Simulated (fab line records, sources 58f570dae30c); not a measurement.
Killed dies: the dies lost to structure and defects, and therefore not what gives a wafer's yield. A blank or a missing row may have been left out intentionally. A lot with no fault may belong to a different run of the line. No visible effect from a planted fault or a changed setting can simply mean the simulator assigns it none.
Which of the tools did it? / flow berkeley_cmos170 / Sampling: 15 lots, 45 wafers, 3 of 331 route steps

## WHAT EACH GAUGE READ, for each wafer
UCB170_M3_CD_MEAS_90: target cd 700 nm.
lot=L204; measured=day 7 14:34; on=cd_sem-01; cd_nm (nm)=705 704 706
lot=L205; measured=day 8 17:21; on=cd_sem-01; cd_nm (nm)=702 697 704
lot=L208; measured=day 9 09:41; on=cd_sem-02; cd_nm (nm)=- - -
lot=L210; measured=day 9 09:43; on=cd_sem-01; cd_nm (nm)=- - -
lot=L209; measured=day 9 10:00; on=cd_sem-01; cd_nm (nm)=- - -
lot=L219; measured=day 11 01:37; on=cd_sem-02; cd_nm (nm)=709 708 690
lot=L216; measured=day 11 01:55; on=cd_sem-02; cd_nm (nm)=702 703 698
lot=L217; measured=day 11 02:10; on=cd_sem-01; cd_nm (nm)=700 705 702
lot=L220; measured=day 11 02:20; on=cd_sem-01; cd_nm (nm)=710 708 692
lot=L218; measured=day 11 17:01; on=cd_sem-01; cd_nm (nm)=690 703 703
lot=L223; measured=day 12 00:46; on=cd_sem-01; cd_nm (nm)=707 703 696
lot=L224; measured=day 12 01:56; on=cd_sem-01; cd_nm (nm)=699 696 699
lot=L227; measured=day 12 20:41; on=cd_sem-02; cd_nm (nm)=693 697 699
lot=L225; measured=day 12 22:01; on=cd_sem-01; cd_nm (nm)=702 700 705
lot=L226; measured=day 12 22:10; on=cd_sem-01; cd_nm (nm)=701 692 693

## TOOL THAT RAN EACH LOT (tool first, then ch and the chambers of the sampled wafers, then the start)
lot=L204; UCB170_M3_METAL_ETCH_18=rie_metal-02 ch 0,1, day 7 14:17; UCB170_M3_STRIP_19=plasma_asher-04 ch 0, day 7 14:28
lot=L205; UCB170_M3_METAL_ETCH_18=rie_metal-02 ch 0,1, day 8 17:04; UCB170_M3_STRIP_19=plasma_asher-04 ch 0,1, day 8 17:15
lot=L208; UCB170_M3_METAL_ETCH_18=rie_metal-01 ch 0, day 9 09:20; UCB170_M3_STRIP_19=plasma_asher-01 ch 0,1, day 9 09:33
lot=L210; UCB170_M3_METAL_ETCH_18=rie_metal-02 ch 0,1, day 9 09:25; UCB170_M3_STRIP_19=plasma_asher-04 ch 0,1, day 9 09:37
lot=L209; UCB170_M3_METAL_ETCH_18=rie_metal-03 ch 0,1, day 9 09:44; UCB170_M3_STRIP_19=plasma_asher-01 ch 0,1, day 9 09:53
lot=L219; UCB170_M3_METAL_ETCH_18=rie_metal-01 ch 0,1, day 11 01:20; UCB170_M3_STRIP_19=plasma_asher-04 ch 0,1, day 11 01:31
lot=L216; UCB170_M3_METAL_ETCH_18=rie_metal-02 ch 0,1, day 11 01:36; UCB170_M3_STRIP_19=plasma_asher-01 ch 0,1, day 11 01:47
lot=L217; UCB170_M3_METAL_ETCH_18=rie_metal-03 ch 0,1, day 11 01:52; UCB170_M3_STRIP_19=plasma_asher-02 ch 0,1, day 11 02:04
lot=L220; UCB170_M3_METAL_ETCH_18=rie_metal-01 ch 0,1, day 11 02:04; UCB170_M3_STRIP_19=plasma_asher-04 ch 0,1, day 11 02:14
lot=L218; UCB170_M3_METAL_ETCH_18=rie_metal-01 ch 0,1, day 11 16:44; UCB170_M3_STRIP_19=plasma_asher-02 ch 0,1, day 11 16:55
lot=L223; UCB170_M3_METAL_ETCH_18=rie_metal-02 ch 0,1, day 12 00:28; UCB170_M3_STRIP_19=plasma_asher-04 ch 0,1, day 12 00:40
lot=L224; UCB170_M3_METAL_ETCH_18=rie_metal-03 ch 1, day 12 01:39; UCB170_M3_STRIP_19=plasma_asher-02 ch 0,1, day 12 01:50
lot=L227; UCB170_M3_METAL_ETCH_18=rie_metal-03 ch 0,1, day 12 20:22; UCB170_M3_STRIP_19=plasma_asher-01 ch 1, day 12 20:34
lot=L225; UCB170_M3_METAL_ETCH_18=rie_metal-02 ch 0,1, day 12 21:43; UCB170_M3_STRIP_19=plasma_asher-04 ch 0,1, day 12 21:54
lot=L226; UCB170_M3_METAL_ETCH_18=rie_metal-03 ch 0,1, day 12 21:54; UCB170_M3_STRIP_19=plasma_asher-04 ch 0,1, day 12 22:04
- UCB170_M3_METAL_ETCH_18: etches Al in Cl2/BCl3, stops on SiO2, target depth 1170 nm, time 195 s.
- UCB170_M3_STRIP_19: strips in O2.

## AS READ BY THE TOOLS THEMSELVES (means over the sampled wafers that have a number; for cases with no such wafer, the mark the record gives instead)
UCB170_M3_METAL_ETCH_18.
lot=L204; tool=rie_metal-02; bcl3_flow_sccm (sccm)=45.14; bias_w (W)=119.7; drypump_motor_current_A (A)=5.9; oes_product_au (a.u.)=0.865; throttle_valve_pct (%)=24.6
lot=L205; tool=rie_metal-02; bcl3_flow_sccm (sccm)=45.01; bias_w (W)=120.0; drypump_motor_current_A (A)=6.0; oes_product_au (a.u.)=0.846; throttle_valve_pct (%)=24.3
lot=L208; tool=rie_metal-01; bcl3_flow_sccm (sccm)=-; bias_w (W)=-; drypump_motor_current_A (A)=-; oes_product_au (a.u.)=-; throttle_valve_pct (%)=-
lot=L210; tool=rie_metal-02; bcl3_flow_sccm (sccm)=-; bias_w (W)=-; drypump_motor_current_A (A)=-; oes_product_au (a.u.)=-; throttle_valve_pct (%)=-
lot=L209; tool=rie_metal-03; bcl3_flow_sccm (sccm)=-; bias_w (W)=-; drypump_motor_current_A (A)=-; oes_product_au (a.u.)=-; throttle_valve_pct (%)=-
lot=L219; tool=rie_metal-01; bcl3_flow_sccm (sccm)=45.11; bias_w (W)=120.0; drypump_motor_current_A (A)=6.0; oes_product_au (a.u.)=0.855; throttle_valve_pct (%)=24.0
lot=L216; tool=rie_metal-02; bcl3_flow_sccm (sccm)=45.04; bias_w (W)=120.1; drypump_motor_current_A (A)=5.9; oes_product_au (a.u.)=0.854; throttle_valve_pct (%)=24.6
lot=L217; tool=rie_metal-03; bcl3_flow_sccm (sccm)=44.91; bias_w (W)=119.3; drypump_motor_current_A (A)=5.8; oes_product_au (a.u.)=0.868; throttle_valve_pct (%)=24.5
lot=L220; tool=rie_metal-01; bcl3_flow_sccm (sccm)=44.90; bias_w (W)=120.3; drypump_motor_current_A (A)=6.0; oes_product_au (a.u.)=0.851; throttle_valve_pct (%)=24.0
lot=L218; tool=rie_metal-01; bcl3_flow_sccm (sccm)=44.86; bias_w (W)=120.2; drypump_motor_current_A (A)=6.0; oes_product_au (a.u.)=0.844; throttle_valve_pct (%)=24.0
lot=L223; tool=rie_metal-02; bcl3_flow_sccm (sccm)=44.90; bias_w (W)=120.0; drypump_motor_current_A (A)=6.0; oes_product_au (a.u.)=0.864; throttle_valve_pct (%)=24.3
lot=L224; tool=rie_metal-03; bcl3_flow_sccm (sccm)=44.90; bias_w (W)=120.3; drypump_motor_current_A (A)=5.4; oes_product_au (a.u.)=0.850; throttle_valve_pct (%)=24.5
lot=L227; tool=rie_metal-03; bcl3_flow_sccm (sccm)=44.83; bias_w (W)=119.8; drypump_motor_current_A (A)=6.1; oes_product_au (a.u.)=0.861; throttle_valve_pct (%)=24.5
lot=L225; tool=rie_metal-02; bcl3_flow_sccm (sccm)=45.15; bias_w (W)=119.8; drypump_motor_current_A (A)=6.0; oes_product_au (a.u.)=0.858; throttle_valve_pct (%)=24.3
lot=L226; tool=rie_metal-03; bcl3_flow_sccm (sccm)=45.12; bias_w (W)=120.0; drypump_motor_current_A (A)=6.1; oes_product_au (a.u.)=0.864; throttle_valve_pct (%)=24.5

UCB170_M3_STRIP_19.
lot=L204; tool=plasma_asher-04; drypump_motor_current_A (A)=5.3; oes_product_au (a.u.)=0.570
lot=L205; tool=plasma_asher-04; drypump_motor_current_A (A)=5.7; oes_product_au (a.u.)=0.561
lot=L208; tool=plasma_asher-01; drypump_motor_current_A (A)=5.7; oes_product_au (a.u.)=0.722
lot=L210; tool=plasma_asher-04; drypump_motor_current_A (A)=5.7; oes_product_au (a.u.)=0.728
lot=L209; tool=plasma_asher-01; drypump_motor_current_A (A)=5.7; oes_product_au (a.u.)=0.731
lot=L219; tool=plasma_asher-04; drypump_motor_current_A (A)=5.5; oes_product_au (a.u.)=0.549
lot=L216; tool=plasma_asher-01; drypump_motor_current_A (A)=5.5; oes_product_au (a.u.)=0.551
lot=L217; tool=plasma_asher-02; drypump_motor_current_A (A)=6.1; oes_product_au (a.u.)=0.542
lot=L220; tool=plasma_asher-04; drypump_motor_current_A (A)=5.5; oes_product_au (a.u.)=0.546
lot=L218; tool=plasma_asher-02; drypump_motor_current_A (A)=5.9; oes_product_au (a.u.)=0.549
lot=L223; tool=plasma_asher-04; drypump_motor_current_A (A)=5.5; oes_product_au (a.u.)=0.553
lot=L224; tool=plasma_asher-02; drypump_motor_current_A (A)=6.1; oes_product_au (a.u.)=0.529
lot=L227; tool=plasma_asher-01; drypump_motor_current_A (A)=5.2; oes_product_au (a.u.)=0.532
lot=L225; tool=plasma_asher-04; drypump_motor_current_A (A)=5.5; oes_product_au (a.u.)=0.546
lot=L226; tool=plasma_asher-04; drypump_motor_current_A (A)=5.7; oes_product_au (a.u.)=0.525

## THE ANSWER, worked out from the rows above alone
Rule: usual is defined by the lots themselves. Put in order of their means at a reading, lots are off if they are a third of the lots or fewer, leave a main group of 4 or more, and stand apart from it by a gap of 3 or more times the standard deviation of the main group's means; of several such gaps the widest counts. If all means in a main group match to the digits the tables above print for the reading, that group is not used. A lot without any number at a reading at which 4 lots or more have one is off too. The other lots that the step has rows for count as sound. The gauges are gone through in route order, then the tools' own readings, and for those a lot's mean is taken as printed above. The first step at which some lot is off is used, and at that step the reading that is off furthest; a lot without a number counts as furthest.
Off: L208, L210, L209 (UCB170_M3_CD_MEAS_90, cd_nm). Without a number there: L208, L210, L209. The main group has a mean of 701 nm with a standard deviation of 2.8.
If a tool, at a process step before that reading, ran all the lots that are off and no sound lot after the first of them, it fits. The gauges at UCB170_M3_CD_MEAS_90 aren't tried: what is off there is off at UCB170_M3_METAL_ETCH_18 too, on other tools, and a gauge's error can't cause that. None of those tried fits.

## WHAT THE SIMULATOR HAD PUT IN
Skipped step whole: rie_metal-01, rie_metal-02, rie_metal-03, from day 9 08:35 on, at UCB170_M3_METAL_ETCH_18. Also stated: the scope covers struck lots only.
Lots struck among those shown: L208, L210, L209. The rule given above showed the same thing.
